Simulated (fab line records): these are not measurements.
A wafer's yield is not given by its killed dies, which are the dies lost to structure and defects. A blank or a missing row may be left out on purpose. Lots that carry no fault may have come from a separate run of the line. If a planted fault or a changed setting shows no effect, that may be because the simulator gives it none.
2 desks, one fault || flow rit-cmos || each desk holds nothing but its own numbers, with what lay behind them at the end

FOR THE TOOL OWNER'S DESK: plasma-asher-02
The tool's own readings at RIT_PSD_STRIP_09 (strips in O2, time 180 s): means of the sampled wafers that have a number, for each lot that ran on this tool. Marked OUT: a lot whose mean sits more than 4 standard deviations from the usual mean, which makes it out of limits; the brackets give that distance.
Columns: A = chamber-pressure-mTorr at RIT_PSD_STRIP_09, usual 4000 mTorr; B = drypump-motor-current-A at RIT_PSD_STRIP_09, usual 5.69 A; C = o2-flow-sccm at RIT_PSD_STRIP_09, usual 3999 sccm
{"lot": "L692", "first seen here": "day 3 20:04", "A": 4001, "B": 5.70, "C": 4015}
{"lot": "L697", "first seen here": "day 4 18:04", "A": 4001, "B": 5.30, "C": 3994}
{"lot": "L705", "first seen here": "day 6 08:59", "A": 3997, "B": 5.69, "C": 3990}
{"lot": "L712", "first seen here": "day 7 20:23", "A": 3998, "B": 5.48, "C": 4003}
This desk's finding: nothing out of limits on any of the 4 lots.

THE METROLOGY DESK
What the gauges read for every lot (on any tool): the sampled wafers with a number, averaged. Marked OUT: a lot whose mean sits more than 4 standard deviations from the usual mean, which makes it out of limits; the brackets give that distance.
Columns: A = NRETRO_OVL at RIT_NRETRO_OVL_MEAS_06, usual -0.5 nm
{"lot": "L690", "first seen here": "day 2 11:20", "A": -0.8}
{"lot": "L691", "first seen here": "day 2 15:52", "A": -2.3}
{"lot": "L692", "first seen here": "day 2 21:52", "A": 0.2}
{"lot": "L693", "first seen here": "day 3 02:04", "A": 1.6}
{"lot": "L697", "first seen here": "day 3 22:07", "A": -0.1}
{"lot": "L700", "first seen here": "day 4 13:35", "A": 0.8}
{"lot": "L702", "first seen here": "day 4 22:09", "A": -1.9}
{"lot": "L704", "first seen here": "day 5 09:17", "A": -0.4}
{"lot": "L705", "first seen here": "day 5 14:17", "A": -1.7}
{"lot": "L706", "first seen here": "day 5 18:09", "A": 0.6}
{"lot": "L707", "first seen here": "day 5 22:49", "A": 0.0}
{"lot": "L708", "first seen here": "day 6 05:18", "A": -0.4}
{"lot": "L710", "first seen here": "day 6 14:04", "A": -1.5}
{"lot": "L712", "first seen here": "day 7 00:01", "A": -1.9}
This desk's finding: nothing out of limits on any of the 14 lots.

TAKEN TOGETHER
The tool owner's desk saw nothing out of limits.
Nothing out of limits was seen by the metrology desk.

WHAT THE SIMULATOR HAD PUT IN
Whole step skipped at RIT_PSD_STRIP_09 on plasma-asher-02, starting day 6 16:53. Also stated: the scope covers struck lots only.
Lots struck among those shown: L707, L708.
